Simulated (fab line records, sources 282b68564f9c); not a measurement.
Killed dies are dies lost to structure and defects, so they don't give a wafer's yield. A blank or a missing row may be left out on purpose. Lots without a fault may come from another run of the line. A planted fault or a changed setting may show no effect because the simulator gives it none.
fab line records | flow rit_cmos
record lots=6 wafers=18 last_day=8
route steps=202 shown SPACER@126 NSD@131 M1@202
lots that met no fault: from a run of the same line without faults
start_h: hours from the record's first day to the start of the lot's first wafer shown | wait_h: hours since the lot's step before | " the same as in the row above | L1.1+2: a row that stands for several wafers | - no value, or no start given | * or withheld: withheld | < > ~ a bound
route shown NAME@n: a module of which the file shows steps, and the number in the route of the first | usual: mean/standard deviation of fault-free wafers | same: alike in all rows | chamber/n: place in a boat | sites: the reading at each site | _std_site: their standard deviation | _edge_site: outer sites' mean less inner sites' | radius_mm: how far each site lies from the wafer's centre | mask NAME#n: copy n | behind: the tool/chamber that last shaped the wafer | hold: why the lot was held/for how many hours/how that ended | device: the transistor (n, p or np) that didn't switch | end of line: the same wafers' tests at the end of the route | a step without rows: its recipe alone | killed: dies lost to structure and defects at the first sort, not the wafer's yield | map: a wafer's dies, x killed, . not, _ none there
set.NAME: the setting as run; set.NAME@STEP: as run at that earlier step | model.NAME: the simulator's own value behind a step, which no gauge read
lots at some steps of the route; a table a step, a row a wafer
services: from which hour (start_h, from the record's first day; less than 0 if before it) a tool's chamber was out of use, for how many hours, and why
## steps
# step RIT_SPACER_CLEAN_01
# recipe chemistry=dHF dilution=50:1 time_s=30
# step RIT_SPACER_CLEAN_02
# recipe chemistry=SC2 mix=3:3:50 time_s=600 temp_c=75 dry=n2_spin
# step RIT_SPACER_CVD_03
# recipe material=Si3N4 target_thk_nm=250 temp_c=810 precursor=SiH2Cl2/NH3 time_s=3300 pressure_mtorr=300 sih2cl2_flow_sccm=60 nh3_flow_sccm=150
# step RIT_SPACER_THK_MEAS_04
# recipe reads=Si3N4_of_SPACER_CVD_03
# usual SPACER_NITRIDE_THK=249.0/2.3
# columns lot.wafer tool chamber start_h wait_h SPACER_NITRIDE_THK[nm]
L471.1 film_metro-04 - 75.65 0.0 251.8
L471.2 " - " " 249.7
L471.3 " - " " 252.0
L473.2 film_metro-04 - 87.92 0.0 249.7
L473.5 " - " " 250.4
L473.6 " - " " 249.3
L484.3 film_metro-03 - 141.25 0.0 245.9
L484.5 " - " " 246.8
L484.6 " - " " 248.5
L486.1 film_metro-02 - 151.99 0.0 246.0
L486.2 " - " " 245.5
L486.4 " - " " 245.9
L487.2 film_metro-02 - 156.16 0.0 247.1
L487.3 " - " " 248.3
L487.4 " - " " 247.2
L489.4 film_metro-03 - 176.44 0.0 251.2
L489.5 " - " " 249.5
L489.6 " - " " 250.4
# step RIT_SPACER_ETCHBACK_05
# recipe target_depth_a=2500 SF6_flow_sccm=30 CHF3_flow_sccm=30 target=Si3N4 chemistry=SF6/CHF3 pressure_mtorr=40 rf_w=250 time_s=240 stop_on=SiO2
# usual drypump_motor_current_A=5.8/0.66 oes_product_au=0.843/0.016 rf_fwd_power_W=249.5/0.69 throttle_valve_pct=10.14/0.13
# columns lot.wafer tool chamber start_h wait_h drypump_motor_current_A oes_product_au rf_fwd_power_W rf_hours_counter_h throttle_valve_pct
L471.1 rie_diel-02 0 75.71 0.1 6.1 0.841 248.5 6 10.24
L471.2 " 2 " " 6.6 0.863 249.1 6 10.04
L471.3 " 1 " " 6.7 0.863 250.0 33 10.20
L473.2 rie_diel-04 0 87.97 0.0 5.8 0.838 249.8 131 10.39
L473.5 " 0 " " 5.8 0.840 248.9 - 10.39
L473.6 " 1 " " 6.0 0.865 249.8 - 10.04
L484.3 rie_diel-04 3 141.29 0.0 5.6 0.839 249.7 72 10.36
L484.5 " 1 " " 6.0 0.866 249.8 - 10.02
L484.6 " 0 " " 5.8 0.838 248.8 - 10.40
L486.1 rie_diel-04 3 152.05 0.1 5.6 0.826 249.4 72 10.36
L486.2 " 1 " " 6.0 0.867 250.3 13 10.02
L486.4 " 0 " " 5.8 0.822 249.5 132 10.39
L487.2 rie_diel-02 1 156.21 0.0 6.7 0.848 250.2 34 10.19
L487.3 " 0 " " 6.1 0.845 249.5 7 10.26
L487.4 " 2 " " 6.7 0.855 248.5 7 10.03
L489.4 rie_diel-02 0 176.47 0.0 6.1 0.845 249.1 7 10.25
L489.5 " 2 " " 6.7 0.866 249.2 - 10.04
L489.6 " 3 " " 4.8 0.847 248.9 - 10.00
# step RIT_NSD_HMDS_00
# recipe prime_time_s=60 prime_temp_c=140
# step RIT_NSD_COAT_01
# recipe resist=NOVOLAK spin_rpm=3250 resist_thk_nm=1000
# step RIT_NSD_SOFTBAKE_02
# recipe resist=NOVOLAK temp_c=90 time_s=60
# step RIT_NSD_EXPOSE_03
# recipe mask_id=M9 na=0.57 target_cd_nm=40700 dose_mj=250
# step RIT_NSD_PEB_04
# recipe resist=NOVOLAK temp_c=withheld time_s=withheld
# step RIT_NSD_DEVELOP_05
# recipe resist=NOVOLAK develop_time_s=50 dev_temp_c=23
# step RIT_NSD_OVL_MEAS_06
# usual NSD_OVL=-0.5/1.9
# columns lot.wafer tool chamber start_h wait_h NSD_OVL[nm]
L471.1 overlay-02 - 76.83 - 0.7
L471.2 " - " " 1.4
L471.3 " - " " -0.4
L473.2 overlay-01 - 89.10 - 0.5
L473.5 " - " " 1.2
L473.6 " - " " 0.2
L484.3 overlay-01 - 142.43 - 0.0
L484.5 " - " " 0.2
L484.6 " - " " -0.2
L486.1 overlay-02 - 153.17 - -1.2
L486.2 " - " " -2.7
L486.4 " - " " -0.8
L487.2 overlay-02 - 157.22 - -4.6
L487.3 " - " " -3.2
L487.4 " - " " -2.6
L489.4 overlay-01 - 177.49 - -3.4
L489.5 " - " " -2.0
L489.6 " - " " -2.7
# step RIT_NSD_HARDBAKE_07
# recipe resist=NOVOLAK temp_c=140 time_s=60
# usual heater_power_total_W=62.54/0.047 plate_temp_C=140.00/0.13
# columns lot.wafer tool chamber start_h wait_h heater_power_total_W plate_temp_C model.NOVOLAK_of_NSD_COAT_01.thk_nm
L471.1 litho_track-02 0 76.87 0.0 62.55 139.90 879.4
L471.2 " 0 " " 62.54 139.97 883.5
L471.3 " 0 " " 62.47 139.95 882.1
L473.2 litho_track-01 0 89.16 0.0 62.55 139.97 886.3
L473.5 " 0 " " 62.55 140.14 883.3
L473.6 " 0 " " 62.60 139.91 884.3
L484.3 litho_track-02 0 142.50 0.1 58.91 133.73 895.6
L484.5 " 0 " " 58.87 133.69 894.5
L484.6 " 0 " " 58.88 133.62 897.4
L486.1 litho_track-02 0 153.21 0.0 58.96 133.84 894.9
L486.2 " 0 " " 58.88 133.79 892
L486.4 " 0 " " 58.96 133.92 892.4
L487.2 litho_track-01 0 157.28 0.0 62.52 139.95 883.5
L487.3 " 0 " " 62.42 140.03 884.3
L487.4 " 0 " " 62.53 139.93 885.8
L489.4 litho_track-03 0 177.58 0.1 62.46 139.92 879
L489.5 " 0 " " 62.56 139.76 880
L489.6 " 0 " " 62.54 139.92 878.3
# step RIT_NSD_IMPLANT_08
# recipe species=P energy_kev=25 dose_cm2=1e+15 tilt_deg=7
# step RIT_M1_PROBE_99
# usual killed_at_contacts=0.1/0.23 killed_at_front_end=7/3 killed_dies=7/3 killed_on_rim=1.8/1.5 killed_open=3.3/1.8 killed_short=3.3/2.2
# same gross_dies=264 killed_at_M0_to_M3=0 killed_at_M4_up=0 killed_at_back_side=0 killed_at_other=0
# columns lot.wafer tool chamber start_h wait_h killed_at_contacts killed_at_front_end killed_dies killed_on_rim killed_open killed_short
L484.3 prober-02 - 152.56 0.2 0 13 13 5 8 5
L484.5 prober-02 - 152.66 0.2 0 9 9 5 3 6
L484.6 prober-02 - 152.71 0.2 0 6 6 2 2 4
# killed by level:class
L484.3 GATE:geometric_particle:open=3 GATE:geometric_particle:short=2 SPACER:geometric_particle:short=2 SPACER:geometric_particle:open=2 SILICIDE:geometric_particle:open=2 FOX1:geometric_particle:open=1 FOX1:geometric_particle:short=1
L484.5 GATE:geometric_particle:short=3 FOX2:geometric_particle:short=2 GATE:geometric_particle:open=2 SPACER:geometric_particle:open=1 SPACER:geometric_particle:short=1
L484.6 FOX1:geometric_particle:short=2 FOX2:geometric_particle:short=1 GATE:geometric_particle:open=1 SILICIDE:geometric_particle:open=1 SILICIDE:geometric_particle:short=1
## services
# columns tool chamber start_h hours kind
rie_diel-04 - 56.62 14.6 pm
rie_diel-02 3 68.64 - clean
rie_diel-02 3 68.64 20.6 scheduled_down
rie_diel-02 3 68.64 20.6 vent_cycle
rie_diel-02 0 119.41 8.8 repair
rie_diel-04 1 154.05 5.1 repair
rie_diel-02 - 161.60 14.6 pm
## key
first_sign step=RIT_NSD_HARDBAKE_07 reading=heater_power_total_W direction=down sigmas=78 usual=62.54 struck=58.91
effect step=RIT_NSD_HARDBAKE_07 reading=plate_temp_C direction=down sigmas=47 usual=* struck=*
model_effect step=RIT_NSD_HARDBAKE_07 value=NOVOLAK_of_NSD_COAT_01.thk_nm without=883.5 struck=894.5
met_at RIT_NSD_HARDBAKE_07
struck_wafers L484.3,L484.5,L484.6,L486.1,L486.2,L486.4
tester_left_out L484,L486
onset_between 76.87 142.50
fault kind=process_parameter_drift tool=litho_track-02 chamber=- onset_h=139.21 steps=RIT_NSD_HARDBAKE_07 channel=temp_c offset=* shape=step end_h=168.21 acts_in=* stated=*
# tester_left_out: of these lots the tester's yield and bins aren't shown, on N5 and GAA mostly nor the transistor test; their killed dies are dies lost to structure and defects alone, not to doping, threshold or leakage, so they don't give the yield
